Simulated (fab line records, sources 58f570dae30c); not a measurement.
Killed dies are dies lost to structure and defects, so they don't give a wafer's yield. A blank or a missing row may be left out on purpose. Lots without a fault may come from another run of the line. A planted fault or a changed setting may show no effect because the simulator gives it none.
fab line records | flow berkeley_cmos170
record lots=14 wafers=42 last_day=11
route steps=331 shown NWELL@16 PWELL@37 GATE@127 PLDD@155
lots that met no fault: from a run of the same line without faults
start_h: hours from the record's first day to the start of the lot's first wafer shown | wait_h: hours since the lot's step before | " the same as in the row above | L1.1+2: a row that stands for several wafers | - no value, or no start given | * or withheld: withheld | < > ~ a bound
route shown NAME@n: a module of which the file shows steps, and the number in the route of the first | usual: mean/standard deviation of fault-free wafers | same: alike in all rows | chamber/n: place in a boat | sites: the reading at each site | _std_site: their standard deviation | _edge_site: outer sites' mean less inner sites' | radius_mm: how far each site lies from the wafer's centre | mask NAME#n: copy n | behind: the tool/chamber that last shaped the wafer | hold: why the lot was held/for how many hours/how that ended | device: the transistor (n, p or np) that didn't switch | end of line: the same wafers' tests at the end of the route | a step without rows: its recipe alone | killed: dies lost to structure and defects at the first sort, not the wafer's yield | map: a wafer's dies, x killed, . not, _ none there
set.NAME: the setting as run; set.NAME@STEP: as run at that earlier step | model.NAME: the simulator's own value behind a step, which no gauge read
steps of the route over a sample of lots; a table a step, a row a wafer
services: from which hour (start_h, from the record's first day; less than 0 if before it) a tool's chamber was out of use, for how many hours, and why
## steps
# step UCB170_NWELL_THK_MEAS_02
# recipe reads=SiO2_of_NWELL_OXIDATION_01
# usual NWELL_OXIDE_THK=26.5/0.47
# columns lot.wafer tool chamber start_h wait_h NWELL_OXIDE_THK[nm]
L286.1 film_metro-03 - 29.61 0.0 26.8
L286.3 " - " " 26.5
L286.6 " - " " 26.7
L288.1 film_metro-04 - 47.19 0.0 26.1
L288.2 " - " " 26.0
L288.4 " - " " 26.5
L289.1 film_metro-01 - 47.19 0.0 27.1
L289.3 " - " " 26.7
L289.4 " - " " 26.4
L290.3 film_metro-03 - 59.60 0.0 25.9
L290.4 " - " " 26.4
L290.5 " - " " 26.2
L291.2 film_metro-03 - 64.37 0.0 26.9
L291.4 " - " " 26.2
L291.6 " - " " 26.3
L292.1 film_metro-03 - 74.87 0.0 26.2
L292.2 " - " " 26.4
L292.5 " - " " 26.3
L293.2 film_metro-03 - 74.94 0.1 26.8
L293.4 " - " " 26.5
L293.6 " - " " 26.3
L294.1 film_metro-01 - 74.98 0.1 26.3
L294.3 " - " " 26.0
L294.6 " - " " 26.2
L295.1 film_metro-01 - 84.75 0.0 26.2
L295.4 " - " " 26.3
L295.5 " - " " 26.3
L297.1 film_metro-01 - 89.11 0.0 26.6
L297.2 " - " " 26.5
L297.4 " - " " 27.0
L298.2 film_metro-04 - 97.73 0.0 26.6
L298.3 " - " " 26.9
L298.5 " - " " 27.3
L301.2 film_metro-04 - 102.89 0.0 26.4
L301.3 " - " " 26.1
L301.6 " - " " 25.7
L304.2 film_metro-01 - 118.99 0.0 27.2
L304.4 " - " " 27.1
L304.6 " - " " 27.4
L305.1 film_metro-03 - 131.19 0.0 27.0
L305.2 " - " " 26.6
L305.4 " - " " 26.6
# step UCB170_PWELL_THK_MEAS_03
# recipe reads=SiO2_of_PWELL_OXIDATION_02
# usual PWELL_OXIDE_THK=26.7/0.45
# columns lot.wafer tool chamber start_h wait_h PWELL_OXIDE_THK[nm]
L286.1 film_metro-02 - 48.54 0.0 26.7
L286.3 " - " " 26.8
L286.6 " - " " 26.4
L288.1 film_metro-02 - 68.18 0.0 26.8
L288.2 " - " " 27.6
L288.4 " - " " 27.3
L289.1 film_metro-01 - 68.18 0.0 26.6
L289.3 " - " " 27.0
L289.4 " - " " 26.7
L291.2 film_metro-02 - 82.06 0.0 27.2
L291.4 " - " " 26.9
L291.6 " - " " 26.6
L290.3 film_metro-01 - 82.07 0.0 25.9
L290.4 " - " " 26.4
L290.5 " - " " 26.1
L292.1 film_metro-02 - 96.88 0.0 27.0
L292.2 " - " " 26.6
L292.5 " - " " 27.3
L294.1 film_metro-04 - 98.70 0.0 26.5
L294.3 " - " " 26.6
L294.6 " - " " 26.9
L293.2 film_metro-02 - 98.71 0.0 26.0
L293.4 " - " " 26.2
L293.6 " - " " 26.7
L295.1 film_metro-02 - 104.76 0.0 26.9
L295.4 " - " " 26.8
L295.5 " - " " 26.9
L297.1 film_metro-01 - 104.76 0.0 26.5
L297.2 " - " " 26.1
L297.4 " - " " 26.3
L298.2 film_metro-04 - 112.74 0.0 26.4
L298.3 " - " " 26.4
L298.5 " - " " 26.2
L301.2 film_metro-04 - 120.34 0.0 27.0
L301.3 " - " " 26.8
L301.6 " - " " 26.6
L304.2 film_metro-02 - 138.32 0.0 27.7
L304.4 " - " " 26.6
L304.6 " - " " 27.1
L305.1 film_metro-02 - 146.55 0.0 27.2
L305.2 " - " " 27.7
L305.4 " - " " 27.8
# step UCB170_GATE_OXIDATION_01
# recipe temp_c=850 ambient=O2 target_thk_a=66 ox_time_s=1800
# usual spike_tc_centre_C=852.4/1.3 spike_tc_load_C=876/5.5 spike_tc_source_C=869.8/1.1 tube_center_temp_C=850.01/0.072 tube_center_temp_C_max=852.2/0.34 zone_power_centre_pct=42/3
# columns lot.wafer tool chamber start_h wait_h spike_tc_centre_C spike_tc_load_C spike_tc_source_C tube_center_temp_C tube_center_temp_C_max zone_power_centre_pct
L286.1 furnace-04 0 122.75 2.9 853.2 881 871.0 850.11 852.0 47
L286.3 " 0 " " 850.8 880 868.7 850 852.4 46
L286.6 " 0 " " 852.3 879 869.1 850.06 852.6 47
L288.1 furnace-01 0 141.81 2.2 852.1 867 870.9 849.94 852.1 40
L288.2 " 0 " " 850.5 867 868.1 850.11 853.1 40
L288.4 " 0 " " 852.7 868 869.5 849.99 851.8 39
L289.1 furnace-01 0 141.81 1.9 853.9 866 870.4 849.98 851.9 40
L289.3 " 0 " " 853.8 868 869.6 850.06 852.8 40
L289.4 " 0 " " 851.3 868 867.1 849.91 851.7 40
L290.3 furnace-04 0 145.55 2.4 851.0 879 869.9 849.93 852.0 46
L290.4 " 0 " " 850.3 879 870.6 850.08 852.7 46
L290.5 " 0 " " 852.5 879 871.4 849.9 851.8 46
L291.2 furnace-04 0 145.55 2.1 851.4 880 870.1 849.99 852.3 47
L291.4 " 0 " " 850.2 878 871.6 849.97 852.3 46
L291.6 " 0 " " 851.1 879 869.7 849.99 852.1 46
L292.1 furnace-03 0 169.77 0.9 853.5 881 870.6 850.05 851.9 42
L292.2 " 0 " " 851.9 880 868.9 850.02 851.8 40
L292.5 " 0 " " 852.1 881 871.4 850.02 851.7 40
L293.2 furnace-03 0 169.77 1.0 852.0 881 870.6 849.89 852.7 41
L293.4 " 0 " " 852.1 880 869.8 850.02 851.9 40
L293.6 " 0 " " 852.0 880 870.6 850 852.2 41
L294.1 furnace-03 0 169.77 0.3 853.7 882 870.5 850.01 852.6 41
L294.3 " 0 " " 853.8 880 870.2 849.99 852.3 40
L294.6 " 0 " " 851.4 881 870.9 850.1 852.3 42
L295.1 furnace-03 0 169.77 1.2 853.7 881 870.7 849.93 852.1 42
L295.4 " 0 " " 853.6 879 870.3 849.99 851.9 42
L295.5 " 0 " " 853.3 880 872.0 850.03 852.7 40
L297.1 furnace-03 0 179.29 3.5 870.9 897 886.3 866 868.1 42
L297.2 " 0 " " 868.6 897 886.1 866.08 868.1 41
L297.4 " 0 " " 869.5 896 888.2 866 868.3 41
L298.2 furnace-03 0 179.29 3.5 869.7 897 886.6 865.96 867.8 42
L298.3 " 0 " " 869.5 896 887.6 866.02 868.5 42
L298.5 " 0 " " 868.2 896 885.8 865.93 868.0 42
L301.2 furnace-01 0 189.62 1.4 853.2 867 869.0 850.05 852.3 40
L301.3 " 0 " " 852.4 870 868.8 849.87 851.9 40
L301.6 " 0 " " 851.9 868 866.8 850.02 852.6 40
L304.2 furnace-04 0 201.75 0.3 851.3 880 870.9 849.93 851.5 47
L304.4 " 0 " " 851.8 880 871.3 849.94 852.3 46
L304.6 " 0 " " 850.6 878 869.6 849.99 852.0 46
L305.1 furnace-01 0 216.32 3.2 851.6 868 870.2 850.04 852.4 40
L305.2 " 0 " " 854.0 867 868.3 849.98 852.0 40
L305.4 " 0 " " 852.6 868 868.3 850.03 851.8 39
# step UCB170_GATE_THK_MEAS_02
# recipe reads=SiO2_of_GATE_OXIDATION_01
# usual GATE_OXIDE_THK=6.58/0.12
# columns lot.wafer tool chamber start_h wait_h GATE_OXIDE_THK[nm]
L286.1 film_metro-03 - 124.25 0.0 6.72
L286.3 " - " " 6.62
L286.6 " - " " 6.64
L288.1 film_metro-02 - 143.31 0.0 6.56
L288.2 " - " " 6.61
L288.4 " - " " 6.59
L289.1 film_metro-04 - 143.31 0.0 6.40
L289.3 " - " " 6.34
L289.4 " - " " 6.37
L291.2 film_metro-03 - 147.06 0.0 6.79
L291.4 " - " " 6.73
L291.6 " - " " 6.71
L290.3 film_metro-02 - 147.07 0.0 6.64
L290.4 " - " " 6.69
L290.5 " - " " 6.56
L295.1 film_metro-02 - 171.27 0.0 6.74
L295.4 " - " " 6.68
L295.5 " - " " 6.64
L293.2 film_metro-04 - 171.28 0.0 6.80
L293.4 " - " " 6.77
L293.6 " - " " 6.80
L292.1 film_metro-02 - 171.33 0.1 6.69
L292.2 " - " " 6.59
L292.5 " - " " 6.64
L294.1 film_metro-03 - 171.33 0.1 6.64
L294.3 " - " " 6.63
L294.6 " - " " 6.47
L297.1 film_metro-02 - 180.79 0.0 8.14
L297.2 " - " " 8.17
L297.4 " - " " 8.06
L298.2 film_metro-04 - 180.80 0.0 8.03
L298.3 " - " " 8.12
L298.5 " - " " 8.00
L301.2 film_metro-04 - 191.23 0.1 6.37
L301.3 " - " " 6.51
L301.6 " - " " 6.52
L304.2 film_metro-03 - 203.26 0.0 6.56
L304.4 " - " " 6.57
L304.6 " - " " 6.55
L305.1 film_metro-04 - 217.83 0.0 6.37
L305.2 " - " " 6.54
L305.4 " - " " 6.35
# step UCB170_PLDD_STRIP_10
# recipe chemistry=O2 power_w=400 pressure_mtorr=3500 platen_temp_c=withheld o2_flow_sccm=400 overash_fraction=0.5
# usual drypump_motor_current_A=5.4/0.35 oes_product_au=0.735/0.0044 strip_time_to_endpoint_s=21.66/0.069
# columns lot.wafer tool chamber start_h wait_h drypump_motor_current_A oes_product_au rf_hours_counter_h strip_time_to_endpoint_s
L286.1 plasma_asher-03 1 136.89 0.1 5.4 0.737 37 21.74
L286.3 " 1 " " 5.4 0.733 - 21.75
L286.6 " 0 " " 5.1 0.736 - 21.72
L289.1 plasma_asher-02 1 153.08 0.1 6.0 0.737 45 21.62
L289.3 " 0 " " 4.8 0.733 - 21.64
L289.4 " 1 " " 6.0 0.728 - 21.67
L288.1 plasma_asher-01 1 153.20 0.1 5.8 0.740 4 21.57
L288.2 " 0 " " 5.3 0.731 4 21.57
L288.4 " 0 " " 5.3 0.725 - 21.60
L290.3 plasma_asher-01 1 154.46 0.1 5.8 0.735 - 21.69
L290.4 " 0 " " 5.3 0.736 - 21.57
L290.5 " 0 " " 5.2 0.735 - 21.69
L291.2 plasma_asher-01 1 154.70 0.1 5.8 0.732 5 21.63
L291.4 " 1 " " 5.8 0.733 - 21.62
L291.6 " 1 " " 5.8 0.742 - 21.67
L293.2 plasma_asher-03 0 178.79 0.1 5.1 0.733 43 21.73
L293.4 " 1 " " 5.4 0.730 - 21.68
L293.6 " 0 " " 5.2 0.740 - 21.72
L295.1 plasma_asher-01 1 179.19 0.1 5.8 0.741 7 21.67
L295.4 " 0 " " 5.3 0.726 - 21.71
L295.5 " 0 " " 5.3 0.733 - 21.68
L294.1 plasma_asher-02 0 179.43 0.1 4.8 0.737 48 21.67
L294.3 " 0 " " 4.8 0.734 - 21.63
L294.6 " 1 " " 6.0 0.733 - 21.63
L292.1 plasma_asher-01 1 179.92 0.1 5.8 0.734 7 21.77
L292.2 " 0 " " 5.2 0.726 7 21.79
L292.5 " 1 " " 5.8 0.733 - 21.81
L298.2 plasma_asher-02 1 191.93 0.1 6.0 0.732 49 21.66
L298.3 " 1 " " 6.0 0.741 - 21.71
L298.5 " 1 " " 6.0 0.744 - 21.71
L297.1 plasma_asher-01 1 192.25 0.1 5.8 0.742 9 21.68
L297.2 " 0 " " 5.3 0.734 9 21.69
L297.4 " 1 " " 5.8 0.732 - 21.67
L301.2 plasma_asher-03 1 203.07 0.1 5.4 0.734 46 21.68
L301.3 " 0 " " 5.1 0.734 - 21.60
L301.6 " 0 " " 5.1 0.743 - 21.66
L304.2 plasma_asher-02 0 211.30 0.1 4.8 0.742 52 21.66
L304.4 " 1 " " 6.0 0.740 - 21.63
L304.6 " 1 " " 6.0 0.735 - 21.62
L305.1 plasma_asher-01 0 227.86 0.1 5.3 0.733 13 21.67
L305.2 " 1 " " 5.8 0.736 13 21.61
L305.4 " 1 " " 5.8 0.748 - 21.67
## services
# columns tool chamber start_h hours kind
plasma_asher-01 - 107.68 4.5 repair
plasma_asher-01 - 112.15 9.0 pm
plasma_asher-01 0 112.15 9.0 vent_cycle
plasma_asher-01 1 112.15 9.0 vent_cycle
plasma_asher-01 0 121.15 - clean
plasma_asher-01 1 121.15 - clean
plasma_asher-02 - 134.17 10.2 repair
plasma_asher-01 - 149.05 1.1 repair
plasma_asher-02 - 153.43 1.5 repair
furnace-04 - 161.45 2.0 pm
plasma_asher-02 - 219.31 10.5 repair
furnace-04 - 220.15 3.2 pm
## key
first_sign step=UCB170_GATE_OXIDATION_01 reading=tube_center_temp_C direction=up sigmas=99+ usual=* struck=*
effect step=UCB170_GATE_OXIDATION_01 reading=tube_center_temp_C_max direction=up sigmas=46 usual=* struck=*
effect step=UCB170_GATE_THK_MEAS_02 reading=GATE_OXIDE_THK direction=up sigmas=13 usual=6.58 struck=8.09
met_at UCB170_GATE_OXIDATION_01
struck_lots L297,L298
tester_left_out L297,L298
not_acting_at UCB170_NWELL_THK_MEAS_02,UCB170_PWELL_THK_MEAS_03,UCB170_PLDD_STRIP_10
onset_between 169.77 179.29
fault kind=process_parameter_drift tool=furnace-03 chamber=- onset_h=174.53 steps=UCB170_GATE_OXIDATION_01 channel=temp_c offset=* shape=step end_h=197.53 acts_in=* stated=*
# tester_left_out: of these lots the tester's yield and bins aren't shown, on N5 and GAA mostly nor the transistor test; their killed dies are dies lost to structure and defects alone, not to doping, threshold or leakage, so they don't give the yield
